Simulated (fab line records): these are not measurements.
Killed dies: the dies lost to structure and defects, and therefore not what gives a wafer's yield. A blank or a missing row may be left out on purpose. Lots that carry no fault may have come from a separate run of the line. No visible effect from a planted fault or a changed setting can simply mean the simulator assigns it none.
Commonality check across tools :: flow rit_cmos :: Sampled: 14 lots, 42 wafers

THE REASON FOR OPENING IT
At RIT_PWELL_TW_MEAS_10 the reading PWELL_TW is flagged on 2 of 14 lots. Wafers without a fault read 961, standard deviation 8.3.
Rule: flag the lot when none of its wafers has a number, or when each of its wafers that has one lies beyond 4 standard deviations from that mean. The other lots count as sound.

lot: L378
measured: day 2 01:53
on: film_metro-04
PWELL_TW, wafer by wafer: 962 964 963
flag: 

lot: L379
measured: day 2 08:43
on: film_metro-04
PWELL_TW, wafer by wafer: 965 962 968
flag: 

lot: L381
measured: day 2 15:57
on: film_metro-04
PWELL_TW, wafer by wafer: 969 965 965
flag: 

lot: L382
measured: day 3 00:19
on: film_metro-02
PWELL_TW, wafer by wafer: 969 964 972
flag: 

lot: L383
measured: day 3 02:56
on: film_metro-02
PWELL_TW, wafer by wafer: 964 968 970
flag: 

lot: L384
measured: day 3 06:21
on: film_metro-02
PWELL_TW, wafer by wafer: 971 967 967
flag: 

lot: L385
measured: day 3 19:16
on: film_metro-04
PWELL_TW, wafer by wafer: 965 964 970
flag: 

lot: L386
measured: day 3 22:43
on: film_metro-04
PWELL_TW, wafer by wafer: 961 968 968
flag: 

lot: L388
measured: day 4 06:28
on: film_metro-04
PWELL_TW, wafer by wafer: 973 971 969
flag: 

lot: L390
measured: day 4 12:50
on: film_metro-04
PWELL_TW, wafer by wafer: 963 975 967
flag: 

lot: L395
measured: day 5 19:32
on: film_metro-04
PWELL_TW, wafer by wafer: 969 971 966
flag: 

lot: L399
measured: day 6 16:34
on: film_metro-02
PWELL_TW, wafer by wafer: 2033 2027 2040
flag: FLAGGED

lot: L400
measured: day 6 22:49
on: film_metro-01
PWELL_TW, wafer by wafer: 2014 2019 2012
flag: FLAGGED

lot: L401
measured: day 7 08:20
on: film_metro-02
PWELL_TW, wafer by wafer: 967 953 961
flag: 
On average the flagged lots read 2024, which is +1063 against the usual, or +99 or more standard deviations.

WHICH TOOL RAN EACH LOT
The record keeps 1 process step preceding the reading, out of 202 steps on the route. Read each cell as the tool, then ch plus the chambers that the sampled wafers visited, then the start.
lot: L378
flag: 
RIT_NWELL_COAT_01: litho_track-02 ch 0, day 1 22:38

lot: L379
flag: 
RIT_NWELL_COAT_01: litho_track-01 ch 0, day 2 05:27

lot: L381
flag: 
RIT_NWELL_COAT_01: litho_track-02 ch 0, day 2 12:58

lot: L382
flag: 
RIT_NWELL_COAT_01: litho_track-04 ch 0, day 2 21:20

lot: L383
flag: 
RIT_NWELL_COAT_01: litho_track-04 ch 0, day 2 23:40

lot: L384
flag: 
RIT_NWELL_COAT_01: litho_track-01 ch 0, day 3 03:14

lot: L385
flag: 
RIT_NWELL_COAT_01: litho_track-01 ch 0, day 3 16:15

lot: L386
flag: 
RIT_NWELL_COAT_01: litho_track-01 ch 0, day 3 19:42

lot: L388
flag: 
RIT_NWELL_COAT_01: litho_track-04 ch 0, day 4 03:22

lot: L390
flag: 
RIT_NWELL_COAT_01: litho_track-02 ch 0, day 4 09:59

lot: L395
flag: 
RIT_NWELL_COAT_01: litho_track-02 ch 0, day 5 16:24

lot: L399
flag: FLAGGED
RIT_NWELL_COAT_01: litho_track-04 ch 0, day 6 13:35

lot: L400
flag: FLAGGED
RIT_NWELL_COAT_01: litho_track-04 ch 0, day 6 19:54

lot: L401
flag: 
RIT_NWELL_COAT_01: litho_track-01 ch 0, day 7 05:27
What is done by these steps:
- RIT_NWELL_COAT_01: resist thk 1300 nm.
- RIT_PWELL_TW_MEAS_10

FLAGGED OVER TOTAL, TOOL BY TOOL (the gauges that took the reading come last)
step: RIT_NWELL_COAT_01
tool: litho_track-01
lots run: 5
flagged: 0
share of the flagged lots: none
sound lots run after its first flagged lot: -

step: RIT_NWELL_COAT_01
tool: litho_track-02
lots run: 4
flagged: 0
share of the flagged lots: none
sound lots run after its first flagged lot: -

step: RIT_NWELL_COAT_01
tool: litho_track-04
lots run: 5
flagged: 2
share of the flagged lots: all
sound lots run after its first flagged lot: 0

step: RIT_PWELL_TW_MEAS_10
tool: film_metro-01
lots run: 1
flagged: 1
share of the flagged lots: some
sound lots run after its first flagged lot: 0

step: RIT_PWELL_TW_MEAS_10
tool: film_metro-02
lots run: 5
flagged: 1
share of the flagged lots: some
sound lots run after its first flagged lot: 1 (L401)

step: RIT_PWELL_TW_MEAS_10
tool: film_metro-04
lots run: 8
flagged: 0
share of the flagged lots: none
sound lots run after its first flagged lot: -

WHAT THE TABLE PERMITS
In the table, 1 row covers all flagged lots: litho_track-04 at RIT_NWELL_COAT_01.
- litho_track-04 at RIT_NWELL_COAT_01: 2 of its 5 lots flagged. Its last sound lot is L388 (day 4 03:22), its first flagged lot L399 (day 6 13:35): a fault that began between those two fits.
Just one tool remains: litho_track-04 at RIT_NWELL_COAT_01.

WHAT HAD BEEN PUT IN BY THE SIMULATOR
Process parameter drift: litho_track-04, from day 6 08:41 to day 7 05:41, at RIT_NWELL_COAT_01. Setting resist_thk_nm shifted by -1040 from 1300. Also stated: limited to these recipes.
Struck lots among those shown: L399, L400. The rule above found the same.
